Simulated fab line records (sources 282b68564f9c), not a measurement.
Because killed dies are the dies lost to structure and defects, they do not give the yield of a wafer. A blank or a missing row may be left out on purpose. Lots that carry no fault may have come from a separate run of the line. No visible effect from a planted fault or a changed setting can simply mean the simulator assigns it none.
Which tool did it? -- flow rit-cmos -- 13 lots with 39 wafers sampled at 3 steps, on a route of 202 steps

== WHAT EACH GAUGE READ, for each wafer ==
RIT_PWELL_OVL_MEAS_06.
lot,measured,on,PWELL_OVL (nm)
L530,day 1 22:28,overlay-02,0.7 0.7 -0.2
L532,day 2 09:23,overlay-02,1.6 1.0 1.1
L533,day 2 12:50,overlay-02,0.6 1.2 -0.2
L534,day 2 19:07,overlay-01,-0.1 -2.8 -1.3
L535,day 2 23:32,overlay-01,-0.7 2.3 1.4
L536,day 3 05:19,overlay-01,-1.5 2.3 0.5
L537,day 3 09:03,overlay-01,0.0 1.7 -0.4
L539,day 3 21:14,overlay-02,-1.0 -1.6 -0.9
L542,day 4 09:44,overlay-02,- - -
L543,day 4 15:45,overlay-01,-0.8 -0.5 -1.6
L546,day 5 05:57,overlay-02,-0.8 -1.7 -1.3
L551,day 6 06:58,overlay-01,-1.1 -1.6 -0.7
L552,day 6 15:53,overlay-02,0.3 -0.7 0.1

RIT_PWELL_TW_MEAS_10.
lot,measured,on,PWELL_TW
L530,day 1 23:05,film-metro-04,955 954 954
L532,day 2 10:12,film-metro-04,943 948 949
L533,day 2 13:28,film-metro-03,952 959 957
L534,day 2 19:44,film-metro-03,957 952 955
L535,day 3 00:09,film-metro-02,957 953 957
L536,day 3 05:56,film-metro-02,959 957 955
L537,day 3 09:40,film-metro-03,962 963 964
L539,day 3 21:51,film-metro-02,960 957 955
L542,day 4 10:35,film-metro-03,30 30 30 30 30 30
L543,day 4 16:22,film-metro-04,950 957 952
L546,day 5 06:34,film-metro-02,959 954 958
L551,day 6 07:35,film-metro-04,945 947 950
L552,day 6 16:30,film-metro-04,952 952 951

== WHAT TOOL EACH LOT RAN ON (gives the tool, then ch and the chambers of the sampled wafers, and finally the start) ==
lot,RIT_PWELL_EXPOSE_03
L530,"iline-stepper-02 ch 0, day 1 22:02"
L532,"iline-stepper-01 ch 0, day 2 08:58"
L533,"iline-stepper-01 ch 0, day 2 12:27"
L534,"iline-stepper-01 ch 0, day 2 18:40"
L535,"iline-stepper-01 ch 0, day 2 23:07"
L536,"iline-stepper-02 ch 0, day 3 04:55"
L537,"iline-stepper-02 ch 0, day 3 08:39"
L539,"iline-stepper-02 ch 0, day 3 20:50"
L542,"iline-stepper-02 ch 0, day 4 09:19"
L543,"iline-stepper-02 ch 0, day 4 15:20"
L546,"iline-stepper-02 ch 0, day 5 05:26"
L551,"iline-stepper-01 ch 0, day 6 06:32"
L552,"iline-stepper-02 ch 0, day 6 15:28"
- RIT_PWELL_EXPOSE_03: exposes mask M3, target cd 43700 nm.

== WHAT THE TOOLS THEMSELVES READ (means of the sampled wafers that have a number; where no wafer has one, the mark that the record gives instead) ==
The record holds no such reading with a usual standard deviation.

== THE ANSWER, worked out from the rows above alone ==
Rule: the lots themselves supply what counts as usual. The widest of any qualifying gaps counts: lots, ordered by their means at a reading, are off when they make up no more than a third of the lots, leave a main group of 4 or more, and stand apart from it by 3 or more times the standard deviation of that group's means. Not used: any main group whose means are identical at the precision the tables above print for the reading. Also off: a lot with no number at a reading for which 4 or more lots have one. Any other lot the step has rows for is counted as sound. After the gauges, taken in route order, come the tools' own readings; for these a lot's mean is taken, as printed above. At the first step where some lot is off, the reading lying furthest off is the one used; lots without a number count as furthest.
Off: L542, seen at RIT_PWELL_OVL_MEAS_06 (PWELL_OVL). Without a number there: L542. The main group has a mean of -0.2 nm with a standard deviation of 0.92.
If a tool, at a process step before that reading, ran all the lots that are off and no sound lot after the first of them, it fits. The gauges at RIT_PWELL_OVL_MEAS_06 aren't tried: what is off there is off at RIT_PWELL_TW_MEAS_10 too, on other tools, and a gauge's error can't cause that. No candidate that was tried fits.

== WHAT THE SIMULATOR HAD PUT IN ==
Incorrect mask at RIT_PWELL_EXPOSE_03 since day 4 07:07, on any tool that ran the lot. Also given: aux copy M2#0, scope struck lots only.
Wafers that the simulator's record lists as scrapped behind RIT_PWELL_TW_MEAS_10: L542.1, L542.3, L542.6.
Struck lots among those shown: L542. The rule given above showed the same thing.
